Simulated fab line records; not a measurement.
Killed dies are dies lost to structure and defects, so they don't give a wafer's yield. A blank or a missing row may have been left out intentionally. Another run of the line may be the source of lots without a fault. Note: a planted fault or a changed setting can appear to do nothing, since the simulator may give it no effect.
Struck lot and sound lot, side by side ; flow ritCmos ; 21 out of 202 route steps
Sound: wafers L947.3, L947.4, L947.6. The struck wafers were L956.2, L956.4, L956.5. The cause comes at the end.
Order at every step that has rows: each side's tool, ch and its chambers, its first start. Under that, the readings that differ: sound wafers ; struck wafers ; difference of the means ; sigmas: that difference in standard deviations of wafers without a fault.
alike: words and numbers the same on both sides, and readings whose means are apart by under 2 such deviations; not compared: readings that were withheld, readings missing a value for some wafer, numbers with overlapping values and no deviation given by the record, and bounds like >300 which may hide the same value.
Wherever a step has rows on one side only, a row that says differs or no value, or a row with sigmas, the two part there. When numbers do not overlap yet have no deviation, they are printed without sigmas and do not part them. A reading that every wafer of one side lacks parts them only if that side has two wafers or more.

first, 4 steps without rows for these wafers: RIT_NRETRO_SOFTBAKE_02 (time 60 s); RIT_NRETRO_EXPOSE_03 (exposes mask M4, target cd 43900 nm); RIT_NRETRO_PEB_04; RIT_NRETRO_DEVELOP_05 (develop time 68 s).
RIT_NRETRO_OVL_MEAS_06:
  sound on overlay-01 at day 2 10:03; struck on overlay-01 at day 4 07:35
  alike: NRETRO_OVL
then, 2 steps without rows for these wafers: RIT_NRETRO_HARDBAKE_07 (time 120 s); RIT_NRETRO_IMPLANT_08.
RIT_NRETRO_STRIP_09: strips in O2, time 180 s.
  sound on plasmaAsher-03 ch 0,1, day 2 10:32; struck on plasmaAsher-02 ch 0,1, day 4 08:01
  alike: drypumpMotorCurrentA
  not compared: rfHoursCounterH
RIT_NRETRO_TW_MEAS_10:
  sound on filmMetro-04 at day 2 10:40; struck on filmMetro-02 at day 4 08:11
reading;sound;struck;difference;sigmas
NRETRO_TW;1051 1065 1059;1082 1081 1081;+23;+2
then, 3 steps without rows for these wafers: RIT_PRETRO_HMDS_00 (prime time 60 s); RIT_PRETRO_COAT_01 (resist thk 1300 nm); RIT_PRETRO_SOFTBAKE_02 (time 60 s).
RIT_PRETRO_EXPOSE_03: exposes mask M5, target cd 43700 nm.
  sound on ilineStepper-02 ch 0, day 2 11:19; struck on ilineStepper-01 ch 0, day 4 08:43
reading;sound;struck;difference;sigmas
mask;M5#0 M5#0 M5#0;M4#0 M4#0 M4#0;differs;
then, 2 steps without rows for these wafers: RIT_PRETRO_PEB_04; RIT_PRETRO_DEVELOP_05 (develop time 68 s).
RIT_PRETRO_OVL_MEAS_06:
  sound on overlay-01 at day 2 11:44; struck on overlay-01 at day 4 09:08
reading;sound;struck;difference;sigmas
PRETRO_OVL (nm);0.9 0.4 0.1;- - -;no value on the struck wafers;
then, 2 steps without rows for these wafers: RIT_PRETRO_HARDBAKE_07 (time 120 s); RIT_PRETRO_IMPLANT_08.
RIT_PRETRO_STRIP_09: strips in O2, time 180 s.
  sound on plasmaAsher-01 ch 0,1, day 2 12:13; struck on plasmaAsher-02 ch 1, day 4 09:34
reading;sound;struck;difference;sigmas
drypumpMotorCurrentA (A);6.4 6.0 6.0;4.7 4.7 4.7;-1.4;-2
  not compared: rfHoursCounterH
RIT_PRETRO_TW_MEAS_10:
  sound on filmMetro-01 at day 2 12:21; struck on filmMetro-02 at day 4 09:44
reading;sound;struck;difference;sigmas
PRETRO_TW;467 470 470;31 31 31;-438;-57
then, 1 step without rows for these wafers: RIT_GATE_WET_ETCH_00 (etches SiO2 in BOE, target depth 56 nm, time 60 s).

## WHERE THEY PART
Earliest at RIT_NRETRO_TW_MEAS_10; latest, in this record, at RIT_PRETRO_TW_MEAS_10.

WHY: what the simulator had put in
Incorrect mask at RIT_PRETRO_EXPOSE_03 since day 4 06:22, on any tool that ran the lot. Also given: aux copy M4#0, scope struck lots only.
